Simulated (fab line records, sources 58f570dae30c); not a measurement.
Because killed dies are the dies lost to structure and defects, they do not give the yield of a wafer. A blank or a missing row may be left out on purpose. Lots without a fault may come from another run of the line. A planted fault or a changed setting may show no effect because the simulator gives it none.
Lot-split experiment | flow berkeley cmos170 | 5 lots, 23 wafers read, on a route of 331 steps

== ABOUT THE SPLIT ==
At UCB170_GATE_EXPOSE_09 (exposes mask POLY, target cd 350 nm), the setting dose mj was moved away from the recipe's 21 on 10 of the 23 wafers read, by +2.2% to +6.8%. For the rest of the wafers, this setting stayed at what the recipe calls for.

== FROM THE SPLIT TO THE READING: what the file shows between them, 5 steps ==
- UCB170_GATE_PEB_10
- UCB170_GATE_DEVELOP_11: develop time 45 s
- UCB170_GATE_CD_MEAS_12: target cd 350 nm
- UCB170_GATE_ETCH_15: etches poly-Si in HBr/Cl2, stops on SiO2, time 56.3 s, target depth 278.2 nm (also split here: bias w)
- UCB170_GATE_STRIP_16: strips in O2

== THE READING ==
Shown in nm: cd nm at UCB170_GATE_CD_MEAS_90, with target cd 350 nm. Fault-free wafers of this fab line usually give 350.1 nm, standard deviation 1.6 nm.

wafer  | tool, chamber at the split | dose mj as run | against the recipe | cd nm, nm | against lot-mates on the recipe
L075.1 | krf scanner-02, 0          | 21             | recipe             | 349.2     | -
L075.2 | krf scanner-02, 0          | 21             | recipe             | 348.8     | -
L075.3 | krf scanner-02, 0          | 21.47          | +2.2%              | 345.5     | -3.3
L075.4 | krf scanner-02, 0          | 21             | recipe             | 348.5     | -
L075.6 | krf scanner-02, 0          | 21.47          | +2.2%              | 346.2     | -2.6
L076.2 | krf scanner-02, 0          | 21             | recipe             | 349.3     | -
L076.3 | krf scanner-02, 0          | 22.42          | +6.8%              | 339.4     | -10.6
L076.4 | krf scanner-02, 0          | 22.42          | +6.8%              | 340.5     | -9.5
L076.5 | krf scanner-02, 0          | 21             | recipe             | 349.8     | -
L076.6 | krf scanner-02, 0          | 21             | recipe             | 350.8     | -
L078.2 | krf scanner-01, 0          | 21.49          | +2.3%              | 344.0     | -4.6
L078.3 | krf scanner-01, 0          | 21             | recipe             | 349.1     | -
L078.4 | krf scanner-01, 0          | 21             | recipe             | 348.1     | -
L078.5 | krf scanner-01, 0          | 21.49          | +2.3%              | 345.0     | -3.6
L078.6 | krf scanner-01, 0          | 21.49          | +2.3%              | 343.6     | -5.0
L081.1 | krf scanner-02, 0          | 21             | recipe             | 350.9     | -
L081.3 | krf scanner-02, 0          | 21             | recipe             | 350.6     | -
L081.4 | krf scanner-02, 0          | 21             | recipe             | 351.0     | -
L084.1 | krf scanner-01, 0          | 22.19          | +5.7%              | 339.5     | -11.1
L084.2 | krf scanner-01, 0          | 21             | recipe             | 349.7     | -
L084.3 | krf scanner-01, 0          | 21             | recipe             | 351.5     | -
L084.5 | krf scanner-01, 0          | 22.19          | +5.7%              | 340.9     | -9.7
L084.6 | krf scanner-01, 0          | 22.19          | +5.7%              | 339.9     | -10.7

FIT RESULTS
A straight line over all 23 wafers: cd nm changes by -1.61 nm for each +1% of dose mj; r = -0.96; the points scatter about the line by 1.2 nm.
The same after taking each lot's own level away (the mean of its wafers on the recipe; 23 wafers): -1.67 nm for each +1%; r = -0.98; scatter 0.84 nm.
That fit puts the effect of the largest move of dose mj on the reading at 11 nm.
From 348.60 to 350.83 nm: that is the span of the lots' own levels, equal to 1.4 times the standard deviation above.
The two slopes agree, so the slope changes little with the lot-to-lot level.
Check: -11.5 nm against its lot-mates is what the line predicts for one of the wafers moved furthest among these (+6.8%) when that wafer is left out of the fit. It came out at -10.6 nm against them.

== FURTHER SPLITS ON THESE WAFERS ==
These wafers also went through other splits before the reading. Each is held against what the fit with the lots' levels taken away leaves over:
other split on the same wafers        | wafers away from the commonest value | r with cd nm (lot level and that fit taken away)
UCB170_ZERO_ETCH_06 over etch frac    | 9                                    | +0.17
UCB170_NWELL_CVD_04 sih2cl2 flow sccm | 18                                   | -0.17
UCB170_PWELL_OXIDATION_02 temp c      | 13                                   | -0.24
UCB170_WELLDRIVE_OXIDATION_01 temp c  | 15                                   | -0.30
UCB170_ACTIVE_OXIDATION_02 ox time s  | 10                                   | +0.25
UCB170_ACTIVE_EXPOSE_10 dose mj       | 6                                    | -0.01
UCB170_GATE_ETCH_15 bias w            | 9                                    | +0.68

== THE WHOLE CHAIN: every reading that the file lists as answering this split, in the file's order ==
step                   | what it does                                                                 | reading                                                     | change (the file's fit)              | r (the file's)
UCB170_GATE_CD_MEAS_12 | target cd 350 nm                                                             | cd nm                                                       | -1.56 nm for each +1% of the setting | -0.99
UCB170_GATE_ETCH_15    | etches poly-Si in HBr/Cl2, stops on SiO2, time 56.3 s, target depth 278.2 nm | GATE.cd nm (the simulator's own value, which no gauge read) | -1.61 nm for each +1% of the setting | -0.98
UCB170_GATE_CD_MEAS_90 | target cd 350 nm                                                             | cd nm                                                       | -1.63 nm for each +1% of the setting | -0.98

== FILE'S OWN FIT ==
cd nm changes by -1.63 nm for each +1% of dose mj, r = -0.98.
